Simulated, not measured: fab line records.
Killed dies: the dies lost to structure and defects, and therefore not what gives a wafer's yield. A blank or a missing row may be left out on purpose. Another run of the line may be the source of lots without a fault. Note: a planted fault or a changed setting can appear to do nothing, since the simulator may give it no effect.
What tool caused it? | flow berkeley-cmos170 | Sampling: 6 lots, 18 wafers, 3 of 331 route steps

WHAT THE GAUGES READ, wafer by wafer
UCB170_M1_RS_MEAS_01: the measuring method here is four-point-probe.
lot  | measured     | on            | M1_AL_RS (ohm/sq)
L459 | day 7 09:00  | film-metro-01 | 0.0485 0.0482 0.0477
L463 | day 8 04:14  | film-metro-04 | 0.0476 0.0481 0.0480
L466 | day 8 23:48  | film-metro-01 | 0.0480 0.0482 0.0482
L470 | day 10 02:34 | film-metro-02 | 0.0491 0.0486 0.0493
L474 | day 10 11:13 | film-metro-04 | 0.0487 0.0487 0.0481
L482 | day 11 12:12 | film-metro-01 | 0.0478 0.0476 0.0477

EACH LOT AND THE TOOL THAT RAN IT (in order: tool; ch and the chambers of the sampled wafers; start)
lot  | UCB170_CONTACT_STRIP_06              | UCB170_M1_SPUTTER_00
L459 | plasma-asher-04 ch 0,1, day 7 06:49  | pvd-sputter-03, day 7 08:56
L463 | plasma-asher-02 ch 0,1, day 8 01:44  | pvd-sputter-03, day 8 04:08
L466 | plasma-asher-04 ch 0,1, day 8 21:30  | pvd-sputter-01, day 8 23:43
L470 | plasma-asher-02 ch 0,1, day 9 19:40  | pvd-sputter-04, day 10 02:30
L474 | plasma-asher-01 ch 0,1, day 10 08:53 | pvd-sputter-04, day 10 11:09
L482 | plasma-asher-02 ch 0,1, day 11 09:29 | pvd-sputter-04, day 11 12:07
- UCB170_CONTACT_STRIP_06: strips in O2.
- UCB170_M1_SPUTTER_00: material Al, target thk 600 nm, time 80 s.

THE ANSWER, worked out from the rows above alone
Rule: the usual values come from the lots themselves. The widest of any qualifying gaps counts: lots, ordered by their means at a reading, are off when they make up no more than a third of the lots, leave a main group of 4 or more, and stand apart from it by 3 or more times the standard deviation of that group's means. Not used: any main group whose means are identical at the precision the tables above print for the reading. Also off: a lot with no number at a reading for which 4 or more lots have one. Any other lot the step has rows for is counted as sound.
No lot is off at any reading shown: from this, nothing can be told.

WHAT THE SIMULATOR PUT IN
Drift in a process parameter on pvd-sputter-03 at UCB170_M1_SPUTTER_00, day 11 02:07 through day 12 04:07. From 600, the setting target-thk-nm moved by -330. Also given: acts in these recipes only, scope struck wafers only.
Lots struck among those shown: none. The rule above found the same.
